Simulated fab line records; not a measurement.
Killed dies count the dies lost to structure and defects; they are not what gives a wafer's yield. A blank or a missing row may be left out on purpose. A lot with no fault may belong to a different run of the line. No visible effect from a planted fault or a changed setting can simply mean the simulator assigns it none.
What tool caused it? -- flow rit cmos -- Sampling: 13 lots, 39 wafers, 6 of 202 route steps

== WHAT THE GAUGES SHOWED, per wafer ==
RIT_WELLDRIVE_RS_MEAS_01: measures by four-point-probe.
lot,measured,on,NWELL_RS (ohm/sq)
L430,day 2 07:08,film metro-01,275.3 276.2 275.7
L431,day 2 09:34,film metro-01,276.8 276.6 276.8
L432,day 2 13:41,film metro-01,274.7 275.0 274.0
L433,day 2 19:20,film metro-02,275.2 274.1 275.2
L434,day 3 00:29,film metro-04,276.3 276.1 275.4
L436,day 3 11:07,film metro-01,276.4 276.9 276.6
L439,day 4 03:26,film metro-01,275.2 276.0 275.0
L448,day 6 01:00,film metro-01,274.8 275.3 274.6
L449,day 6 05:02,film metro-02,274.8 274.9 274.2
L450,day 6 07:51,film metro-01,276.3 275.9 275.7
L451,day 6 12:58,film metro-01,275.0 275.5 275.0
L452,day 6 18:03,film metro-04,275.1 275.3 274.2
L453,day 7 01:56,film metro-01,275.9 275.8 276.5

RIT_PLDD_TW_MEAS_10.
lot,measured,on,PLDD_TW
L430,day 2 21:46,film metro-03,2372 2360 2370
L431,day 3 00:11,film metro-02,2313 2311 2298
L432,day 3 05:04,film metro-03,2356 2367 2388
L433,day 3 11:58,film metro-04,2323 2344 2341
L434,day 3 15:18,film metro-02,2310 2292 2299
L436,day 4 03:47,film metro-03,2756 2762 2751
L439,day 4 18:44,film metro-04,2735 2723 2722
L448,day 6 16:05,film metro-04,2349 2341 2348
L449,day 6 19:38,film metro-04,2355 2352 2343
L450,day 6 23:32,film metro-03,2345 2349 2351
L451,day 7 04:40,film metro-04,2324 2321 2320
L452,day 7 12:28,film metro-03,2362 2357 2362
L453,day 7 20:38,film metro-04,2327 2314 2328

RIT_SDANNEAL_RS_MEAS_06: measures by four-point-probe.
lot,measured,on,PLDD_RS (ohm/sq)
L430,day 3 04:14,film metro-03,178.2 178.9 178.8
L431,day 3 06:23,film metro-02,178.5 179.1 178.8
L432,day 3 11:32,film metro-02,178.7 178.8 178.6
L433,day 3 18:08,film metro-03,178.9 177.8 178.3
L434,day 3 21:42,film metro-02,179.1 178.7 179.0
L436,day 4 10:33,film metro-03,152.1 152.7 152.1
L439,day 5 02:11,film metro-03,151.7 151.5 151.4
L448,day 6 22:31,film metro-03,178.4 178.8 178.9
L449,day 7 01:54,film metro-03,179.5 179.8 179.4
L450,day 7 06:31,film metro-03,179.0 179.1 179.1
L451,day 7 10:56,film metro-03,179.0 178.1 178.4
L452,day 7 18:44,film metro-03,179.2 179.5 179.5
L453,day 8 03:05,film metro-04,178.5 178.3 179.0

== EACH LOT AND THE TOOL THAT RAN IT (in order: tool; ch and the chambers of the sampled wafers; start) ==
lot,RIT_ACTIVE_STRIP_14,RIT_GATE_STRIP_20,RIT_PLDD_IMPLANT_08
L430,"plasma asher-02 ch 1, day 1 15:10","plasma asher-01 ch 0,1, day 2 15:31","implanter-03 ch 0, day 2 21:28"
L431,"plasma asher-02 ch 0,1, day 1 20:00","plasma asher-04 ch 0,1, day 2 18:08","implanter-03 ch 0, day 2 23:53"
L432,"plasma asher-01 ch 0,1, day 2 00:58","plasma asher-01 ch 0,1, day 2 22:23","implanter-02 ch 0, day 3 04:44"
L433,"plasma asher-01 ch 0,1, day 2 05:58","plasma asher-03 ch 0,1, day 3 05:30","implanter-01 ch 0, day 3 11:38"
L434,"plasma asher-01 ch 0,1, day 2 11:32","plasma asher-01 ch 0,1, day 3 09:00","implanter-01 ch 0, day 3 14:59"
L436,"plasma asher-01 ch 0,1, day 2 21:06","plasma asher-01 ch 0,1, day 3 20:17","implanter-03 ch 0, day 4 03:09"
L439,"plasma asher-01 ch 0,1, day 3 12:22","plasma asher-04 ch 0,1, day 4 11:45","implanter-03 ch 0, day 4 18:08"
L448,"plasma asher-04 ch 0,1, day 5 10:49","plasma asher-03 ch 0,1, day 6 09:41","implanter-01 ch 0, day 6 15:45"
L449,"plasma asher-01 ch 0,1, day 5 14:55","plasma asher-01 ch 0,1, day 6 13:34","implanter-03 ch 0, day 6 19:19"
L450,"plasma asher-01 ch 0,1, day 5 19:02","plasma asher-01 ch 0,1, day 6 17:02","implanter-02 ch 0, day 6 23:14"
L451,"plasma asher-02 ch 0,1, day 6 00:17","plasma asher-04 ch 0,1, day 6 21:47","implanter-02 ch 0, day 7 04:22"
L452,"plasma asher-02 ch 0,1, day 6 04:54","plasma asher-04 ch 0,1, day 7 05:19","implanter-03 ch 0, day 7 12:10"
L453,"plasma asher-01 ch 0,1, day 6 10:58","plasma asher-01 ch 0,1, day 7 12:52","implanter-03 ch 0, day 7 20:19"
- RIT_ACTIVE_STRIP_14: strips in O2, time 180 s.
- RIT_GATE_STRIP_20: strips in O2, time 180 s.
- RIT_PLDD_IMPLANT_08

== WHAT THE TOOLS THEMSELVES READ (means of the sampled wafers that have a number; where no wafer has one, the mark that the record gives instead) ==
RIT_ACTIVE_STRIP_14.
lot,tool,drypump motor current A (A)
L430,plasma asher-02,5.7
L431,plasma asher-02,5.6
L432,plasma asher-01,5.6
L433,plasma asher-01,6.0
L434,plasma asher-01,5.6
L436,plasma asher-01,6.0
L439,plasma asher-01,5.6
L448,plasma asher-04,6.5
L449,plasma asher-01,6.0
L450,plasma asher-01,5.6
L451,plasma asher-02,5.5
L452,plasma asher-02,5.6
L453,plasma asher-01,6.0

RIT_GATE_STRIP_20.
lot,tool,drypump motor current A (A)
L430,plasma asher-01,5.6
L431,plasma asher-04,6.5
L432,plasma asher-01,5.6
L433,plasma asher-03,5.9
L434,plasma asher-01,5.6
L436,plasma asher-01,6.0
L439,plasma asher-04,6.5
L448,plasma asher-03,6.3
L449,plasma asher-01,5.6
L450,plasma asher-01,6.0
L451,plasma asher-04,6.6
L452,plasma asher-04,6.5
L453,plasma asher-01,5.6

RIT_PLDD_IMPLANT_08.
lot,tool,end station pressure torr (Torr),faraday current uA
L430,implanter-03,7.4e-06,2878
L431,implanter-03,7.8e-06,2835
L432,implanter-02,7.4e-06,2818
L433,implanter-01,7.4e-06,2829
L434,implanter-01,7.7e-06,2859
L436,implanter-03,7.3e-06,2825
L439,implanter-03,7.2e-06,2825
L448,implanter-01,7.4e-06,2813
L449,implanter-03,7.8e-06,2893
L450,implanter-02,7.1e-06,2791
L451,implanter-02,7.5e-06,2883
L452,implanter-03,7.0e-06,2817
L453,implanter-03,7.0e-06,2810

== THE ANSWER, worked out from the rows above alone ==
Rule: the usual values come from the lots themselves. Put in order of their means at a reading, lots are off if they are a third of the lots or fewer, leave a main group of 4 or more, and stand apart from it by a gap of 3 or more times the standard deviation of the main group's means; of several such gaps the widest counts. The tables above print the reading to a certain number of digits; a main group whose means all agree to those digits is not used. Also off: a lot with no number at a reading for which 4 or more lots have one. Any other lot the step has rows for is counted as sound. After the gauges, taken in route order, come the tools' own readings; for these a lot's mean is taken, as printed above. The first step at which some lot is off is used, and at that step the reading that is off furthest; a lot without a number counts as furthest.
Off: L436, L439, seen at RIT_PLDD_TW_MEAS_10 (PLDD_TW). The main group: mean 2339, standard deviation 22.
If a tool, at a process step before that reading, ran all the lots that are off and no sound lot after the first of them, it fits. Gauges at RIT_PLDD_TW_MEAS_10: tried the same way as those tools. Of those tried, none fits.

== WHAT THE SIMULATOR HAD INSERTED ==
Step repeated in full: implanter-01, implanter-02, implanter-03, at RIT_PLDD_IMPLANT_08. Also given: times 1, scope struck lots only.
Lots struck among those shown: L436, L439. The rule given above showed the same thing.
